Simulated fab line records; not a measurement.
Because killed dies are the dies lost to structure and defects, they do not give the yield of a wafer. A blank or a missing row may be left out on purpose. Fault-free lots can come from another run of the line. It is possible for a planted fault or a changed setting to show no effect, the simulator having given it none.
The tool behind it: which one? / flow berkeley-cmos170 / 6 lots with 18 wafers sampled at 3 steps, on a route of 331 steps

== WHAT THE GAUGES SHOWED, per wafer ==
UCB170_M3_RS_MEAS_02: the measuring method here is four-point-probe.
lot=L617; measured=day 9 06:41; on=film-metro-02; M3_AL_RS (ohm/sq)=0.0326 0.0329 0.0327
lot=L625; measured=day 10 17:51; on=film-metro-03; M3_AL_RS (ohm/sq)=0.0318 0.0317 0.0315
lot=L626; measured=day 11 10:35; on=film-metro-04; M3_AL_RS (ohm/sq)=0.0323 0.0325 0.0325
lot=L631; measured=day 11 19:28; on=film-metro-03; M3_AL_RS (ohm/sq)=0.0325 0.0317 0.0326
lot=L633; measured=day 12 06:32; on=film-metro-03; M3_AL_RS (ohm/sq)=0.0325 0.0319 0.0320
lot=L639; measured=day 13 06:29; on=film-metro-02; M3_AL_RS (ohm/sq)=0.0329 0.0323 0.0327

== EACH LOT AND THE TOOL THAT RAN IT (in order: tool; ch and the chambers of the sampled wafers; start) ==
lot=L617; UCB170_M2_STRIP_19=plasma-asher-02 ch 0,1, day 9 02:52; UCB170_M3_SPUTTER_01=pvd-sputter-04, day 9 06:33
lot=L625; UCB170_M2_STRIP_19=plasma-asher-04 ch 0,1, day 10 15:12; UCB170_M3_SPUTTER_01=pvd-sputter-03, day 10 17:43
lot=L626; UCB170_M2_STRIP_19=plasma-asher-04 ch 0,1, day 11 07:44; UCB170_M3_SPUTTER_01=pvd-sputter-03, day 11 10:28
lot=L631; UCB170_M2_STRIP_19=plasma-asher-01 ch 0,1, day 11 16:09; UCB170_M3_SPUTTER_01=pvd-sputter-03, day 11 19:22
lot=L633; UCB170_M2_STRIP_19=plasma-asher-02 ch 0,1, day 12 03:45; UCB170_M3_SPUTTER_01=pvd-sputter-02, day 12 06:26
lot=L639; UCB170_M2_STRIP_19=plasma-asher-01 ch 0,1, day 13 02:56; UCB170_M3_SPUTTER_01=pvd-sputter-02, day 13 06:21
- UCB170_M2_STRIP_19: strips in O2.
- UCB170_M3_SPUTTER_01: material Al, target thk 900 nm, time 120 s.

== THE ANSWER, worked out from the rows above alone ==
Rule: the lots themselves supply what counts as usual. The widest of any qualifying gaps counts: lots, ordered by their means at a reading, are off when they make up no more than a third of the lots, leave a main group of 4 or more, and stand apart from it by 3 or more times the standard deviation of that group's means. A main group is skipped when, at the precision printed for the reading in the tables above, its means are all equal. A lot without any number at a reading at which 4 lots or more have one is off too. Any other lot the step has rows for is counted as sound.
Nothing can be told from this: no lot is off at any reading shown.

== WHAT THE SIMULATOR HAD PUT IN ==
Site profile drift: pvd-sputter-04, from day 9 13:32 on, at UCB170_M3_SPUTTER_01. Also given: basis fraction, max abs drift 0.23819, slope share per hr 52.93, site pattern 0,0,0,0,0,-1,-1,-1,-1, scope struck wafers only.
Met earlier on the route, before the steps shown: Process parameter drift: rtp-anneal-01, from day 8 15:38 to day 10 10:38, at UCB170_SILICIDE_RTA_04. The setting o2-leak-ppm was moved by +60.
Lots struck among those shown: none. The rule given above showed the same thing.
